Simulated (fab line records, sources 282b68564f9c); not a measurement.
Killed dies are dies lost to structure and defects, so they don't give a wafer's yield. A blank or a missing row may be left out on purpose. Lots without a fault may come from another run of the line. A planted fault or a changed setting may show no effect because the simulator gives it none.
A struck lot beside a sound one | flow rit_cmos | 14 steps out of a route of 202
Sound: wafers L578.1, L578.2, L578.3. Struck: wafers L589.1, L589.4, L589.5. The cause comes at the end.
At each step with rows: each side's tool, then ch and its chambers, then its first start. Under that, the readings that differ: sound wafers | struck wafers | difference of the means | sigmas: that difference in standard deviations of wafers without a fault.
alike: readings whose means differ by less than 2 such deviations, and words and numbers that are the same on both sides. not compared: withheld readings, readings that some wafer has no value for, bounds like >300 that may hide the same value, and numbers for which the record gives no deviation and whose values overlap.
The two part at a step that has a row with sigmas, a row that says differs or no value, or rows on one side only. Numbers that don't overlap but have no deviation are shown without sigmas and don't part them. A reading that every wafer of one side lacks parts them only if that side has two wafers or more.

first, 4 steps without rows for these wafers: RIT_NLDD_SOFTBAKE_02 (time 60 s); RIT_NLDD_EXPOSE_03 (exposes mask M7, target cd 40700 nm); RIT_NLDD_PEB_04; RIT_NLDD_DEVELOP_05 (develop time 50 s).
RIT_NLDD_OVL_MEAS_06:
  sound on overlay-01, day 4 22:20; struck on overlay-01, day 6 18:34
  alike: NLDD_OVL
then, 2 steps without rows for these wafers: RIT_NLDD_HARDBAKE_07 (time 60 s); RIT_NLDD_IMPLANT_08.
RIT_NLDD_STRIP_09: strips in O2, time 180 s.
  sound on plasma_asher-02 ch 0,1, day 4 22:40; struck on plasma_asher-02 ch 0, day 6 19:01
  alike: chamber_pressure_mTorr, drypump_motor_current_A, o2_flow_sccm
  not compared: rf_hours_counter_h
RIT_NLDD_TW_MEAS_10:
  sound on film_metro-02, day 4 22:51; struck on film_metro-03, day 6 19:11
  alike: NLDD_TW
then, 3 steps without rows for these wafers: RIT_PLDD_HMDS_00 (prime time 60 s); RIT_PLDD_COAT_01 (resist thk 1000 nm); RIT_PLDD_SOFTBAKE_02 (time 60 s).
RIT_PLDD_EXPOSE_03: exposes mask M8, target cd 40900 nm.
  sound on iline_stepper-02 ch 0, day 4 23:22; struck on iline_stepper-02, day 6 20:02
  no value came back on the struck wafers for exposure_dose_mJ_cm2, focus_offset_nm (nm), stage_vel_mm_s (mm/s); on the sound wafers exposure_dose_mJ_cm2 reads 250.22 250.48 249.96
  alike: mask
then, 1 step without rows for these wafers: RIT_PLDD_PEB_04.

WHERE THEY PART
Only at RIT_PLDD_EXPOSE_03, within this record.

WHY: what the simulator had put in
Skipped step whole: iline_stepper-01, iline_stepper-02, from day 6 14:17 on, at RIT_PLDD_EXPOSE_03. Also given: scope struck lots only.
